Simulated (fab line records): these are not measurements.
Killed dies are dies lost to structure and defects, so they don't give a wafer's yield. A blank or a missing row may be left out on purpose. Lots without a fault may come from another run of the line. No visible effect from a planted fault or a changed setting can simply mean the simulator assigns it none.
Split-lot trial | flow berkeleyCmos170 | on a route of 331 steps: 5 lots, 27 wafers read

SPLIT DETAILS
At UCB170_ZERO_ETCH_06 (etches SiO2 in CHF3/CF4/Ar, time 12 s), the setting timeS was moved away from the recipe's 12 s on 12 of the 27 wafers read, by -29.6% to +39.3%. All remaining wafers had this setting at the recipe value.

Reading taken at the split's own step.

THE READING
oesProductAu, in a.u., at UCB170_ZERO_ETCH_06 (etches SiO2 in CHF3/CF4/Ar, time 12 s). Fault-free wafers of this fab line usually give 0.615 a.u., standard deviation 0.01 a.u.

wafer  | tool, chamber at the split | timeS as run, s | against the recipe | oesProductAu, a.u. | against lot-mates on the recipe
L075.1 | rieDiel-04, 2              | 12              | recipe             | 0.610              | -
L075.2 | rieDiel-04, 1              | 14.67           | +22.2%             | 0.596              | -0.017
L075.3 | rieDiel-04, 3              | 14.67           | +22.2%             | 0.582              | -0.031
L075.4 | rieDiel-04, 0              | 14.67           | +22.2%             | 0.595              | -0.018
L075.5 | rieDiel-04, 0              | 12              | recipe             | 0.620              | -
L075.6 | rieDiel-04, 3              | 12              | recipe             | 0.608              | -
L076.1 | rieDiel-03, 0              | 16.71           | +39.3%             | 0.569              | -0.049
L076.2 | rieDiel-03, 2              | 12              | recipe             | 0.628              | -
L076.3 | rieDiel-03, 1              | 12              | recipe             | 0.611              | -
L076.4 | rieDiel-03, 3              | 16.71           | +39.3%             | 0.558              | -0.060
L076.5 | rieDiel-03, 1              | 16.71           | +39.3%             | 0.563              | -0.055
L076.6 | rieDiel-03, 0              | 12              | recipe             | 0.616              | -
L079.1 | rieDiel-03, 2              | 12              | recipe             | 0.632              | -
L079.2 | rieDiel-03, 1              | 13.82           | +15.2%             | 0.590              | -0.023
L079.3 | rieDiel-03, 0              | 12              | recipe             | 0.607              | -
L079.4 | rieDiel-03, 3              | 13.82           | +15.2%             | 0.586              | -0.027
L079.5 | rieDiel-03, 3              | 12              | recipe             | 0.600              | -
L079.6 | rieDiel-03, 2              | 13.82           | +15.2%             | 0.602              | -0.011
L080.1 | rieDiel-04, 3              | 12              | recipe             | 0.612              | -
L080.2 | rieDiel-04, 1              | 12              | recipe             | 0.622              | -
L080.5 | rieDiel-04, 3              | 12              | recipe             | 0.603              | -
L083.1 | rieDiel-03, 0              | 8.449           | -29.6%             | 0.715              | +0.104
L083.2 | rieDiel-03, 3              | 12              | recipe             | 0.604              | -
L083.3 | rieDiel-03, 2              | 12              | recipe             | 0.629              | -
L083.4 | rieDiel-03, 1              | 8.449           | -29.6%             | 0.708              | +0.097
L083.5 | rieDiel-03, 0              | 8.449           | -29.6%             | 0.710              | +0.099
L083.6 | rieDiel-03, 3              | 12              | recipe             | 0.600              | -

FIT RESULTS
A straight line over all 27 wafers: oesProductAu changes by -0.00197 a.u. for each +1% of timeS; r = -0.91; the points scatter about the line by 0.017 a.u.
The same after taking each lot's own level away (the mean of its wafers on the recipe; 27 wafers): -0.00205 a.u. for each +1%; r = -0.91; scatter 0.017 a.u.
According to that fit, moving timeS by its largest amount changes the reading by 0.08 a.u.
The span of the lots' own levels, 0.6110 to 0.6183 a.u., comes to 0.7 times the standard deviation stated above.
Hence the lot-to-lot level has little effect on the slope; both slopes agree.
Check: -0.0734 a.u. against its lot-mates is what the line predicts for one of the wafers moved furthest among these (+39.3%) when that wafer is left out of the fit. Against them it came out at -0.0493 a.u.
Tool readings at the split's step, against how far the setting was moved: oesProductAu r = -0.91.

FILE'S OWN FIT
oesProductAu changes by -0.00188 a.u. for each +1% of timeS, r = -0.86.
